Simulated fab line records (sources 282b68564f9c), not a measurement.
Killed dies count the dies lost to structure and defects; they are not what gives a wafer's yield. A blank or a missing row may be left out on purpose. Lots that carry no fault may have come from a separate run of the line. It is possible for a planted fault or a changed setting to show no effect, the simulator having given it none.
The tool behind it: which one?    flow rit_cmos    Sampling: 13 lots, 39 wafers, 2 of 202 route steps

## WHAT THE GAUGES SHOWED, per wafer
The record holds no reading of a measuring or inspecting step that can be judged against a usual standard deviation.

## WHICH TOOL RAN EACH LOT (tool, then ch and the chambers of the sampled wafers, then the start)
lot   RIT_NSD_EXPOSE_03                   RIT_M1_PROBE_99
L917  iline_stepper-02 ch 0, day 3 00:41  -
L921  iline_stepper-01 ch 0, day 3 22:43  -
L922  iline_stepper-02 ch 0, day 4 01:36  -
L928  iline_stepper-02 ch 0, day 5 12:52  -
L929  iline_stepper-02 ch 0, day 5 13:24  -
L933  iline_stepper-02 ch 0, day 6 08:11  -
L934  iline_stepper-02 ch 0, day 6 14:23  prober-02, day 7 00:47
L935  iline_stepper-02 ch 0, day 6 17:54  -
L936  iline_stepper-02 ch 0, day 6 22:28  -
L937  iline_stepper-02 ch 0, day 7 03:01  -
L938  iline_stepper-01 ch 0, day 7 07:42  -
L939  iline_stepper-01 ch 0, day 7 13:53  -
L940  iline_stepper-01 ch 0, day 7 17:42  -
- RIT_NSD_EXPOSE_03: exposes mask M9, target cd 40700 nm.
- RIT_M1_PROBE_99

## AS READ BY THE TOOLS THEMSELVES (means over the sampled wafers that have a number; for cases with no such wafer, the mark the record gives instead)
RIT_M1_PROBE_99.
lot   tool       killed_at_contacts  killed_at_front_end  killed_dies  killed_open  killed_short
L934  prober-02  0.0                 7                    6.7          4.0          2.7

## THE ANSWER, worked out from the rows above alone
Rule: the lots themselves supply what counts as usual. Put in order of their means at a reading, lots are off if they are a third of the lots or fewer, leave a main group of 4 or more, and stand apart from it by a gap of 3 or more times the standard deviation of the main group's means; of several such gaps the widest counts. A main group is skipped when, at the precision printed for the reading in the tables above, its means are all equal. Also off: a lot with no number at a reading for which 4 or more lots have one. Where the step has rows for the other lots, those lots are counted as sound. First the gauges in route order, then the tools' own readings, where a lot's mean is used as printed above. At the first step where some lot is off, the reading lying furthest off is the one used; lots without a number count as furthest.
Across all readings shown, no lot is off: no conclusion can be drawn from this.

## WHAT THE SIMULATOR HAD PUT IN
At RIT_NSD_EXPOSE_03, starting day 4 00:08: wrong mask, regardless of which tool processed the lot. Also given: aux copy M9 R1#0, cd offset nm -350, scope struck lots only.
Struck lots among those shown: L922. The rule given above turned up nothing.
